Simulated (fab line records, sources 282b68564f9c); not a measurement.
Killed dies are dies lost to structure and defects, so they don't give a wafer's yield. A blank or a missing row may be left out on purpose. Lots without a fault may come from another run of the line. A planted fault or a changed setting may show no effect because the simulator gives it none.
Chamber matching | flow rit_cmos | RIT_CONTACT_ETCH_11 on rie_diel-02: 4 sister chambers
The step etches SiO2 in CHF3/CF4/Ar, stops on TiSi2, target depth 480 nm, time 320 s. 16 wafers are shown with their chamber, then 8 later ones without.

WAFERS WITH THEIR CHAMBER
wafer  | chamber | throttle_valve_pct (%) | drypump_motor_current_A (A) | oes_product_au (a.u.)
L431.2 | 0       | 8.96                   | 5.3                         | 0.983
L431.4 | 3       | 8.96                   | 5.7                         | 1.005
L431.6 | 1       | 8.69                   | 5.8                         | 0.962
L433.2 | 2       | 8.88                   | 5.7                         | 0.973
L433.5 | 2       | 8.87                   | 5.6                         | 0.977
L433.6 | 1       | 8.69                   | 5.8                         | 0.962
L436.2 | 1       | 8.69                   | 5.8                         | 0.963
L436.4 | 2       | 8.86                   | 5.6                         | 0.979
L436.5 | 0       | 8.97                   | 5.2                         | 0.981
L442.3 | 1       | 8.70                   | 5.8                         | 0.962
L442.4 | 0       | 8.95                   | 5.2                         | 0.980
L442.5 | 0       | 8.96                   | 5.2                         | 0.983
L444.1 | 0       | 8.95                   | 5.3                         | 0.976
L444.2 | 1       | 8.68                   | 5.8                         | 0.965
L444.6 | 2       | 8.86                   | 5.6                         | 0.984
L448.1 | 0       | 8.94                   | 5.2                         | 0.980

SIGNATURES (means of the wafers above)
reading                 | chamber 0 | chamber 1 | chamber 2 | chamber 3 | scatter within a chamber
throttle_valve_pct      | 8.9550    | 8.6900    | 8.8675    | 8.9600    | 0.00924
drypump_motor_current_A | 5.233     | 5.800     | 5.625     | 5.700     | 0.0417
oes_product_au          | 0.98050   | 0.96280   | 0.97825   | 1.00500   | 0.00293
Rule: a wafer's distance from a chamber is the root of the sum, over the readings, of the square of ((its reading less the chamber's mean) divided by the reading's scatter). The wafer belongs to the nearest chamber; if the next one is less than 2 further off, it can't be placed. The scatter: the root of (the sum of the squares of (reading less its chamber's mean) over the shown wafers, divided by (wafers less chambers)).

WAFERS WITHOUT THEIR CHAMBER
wafer  | throttle_valve_pct (%) | drypump_motor_current_A (A) | oes_product_au (a.u.)
L448.4 | 8.87                   | 5.6                         | 0.974
L448.6 | 8.69                   | 5.7                         | 0.967
L449.1 | 8.96                   | 5.7                         | 1.009
L449.5 | 8.96                   | 5.8                         | 1.012
L449.6 | 8.94                   | 5.2                         | 0.975
L451.1 | 8.97                   | 5.7                         | 0.995
L451.5 | 8.97                   | 5.2                         | 0.982
L451.6 | 8.68                   | 5.8                         | 0.965

WHICH CHAMBER EACH WENT THROUGH
wafer  | from the rows above | in truth
L448.4 | 2                   | 2
L448.6 | 1                   | 1
L449.1 | 3                   | 3
L449.5 | 3                   | 3
L449.6 | 0                   | 0
L451.1 | 3                   | 3
L451.5 | 0                   | 0
L451.6 | 1                   | 1
Placed correctly: 8 of 8. Can't be placed from these rows: 0. Placed wrongly: 0.
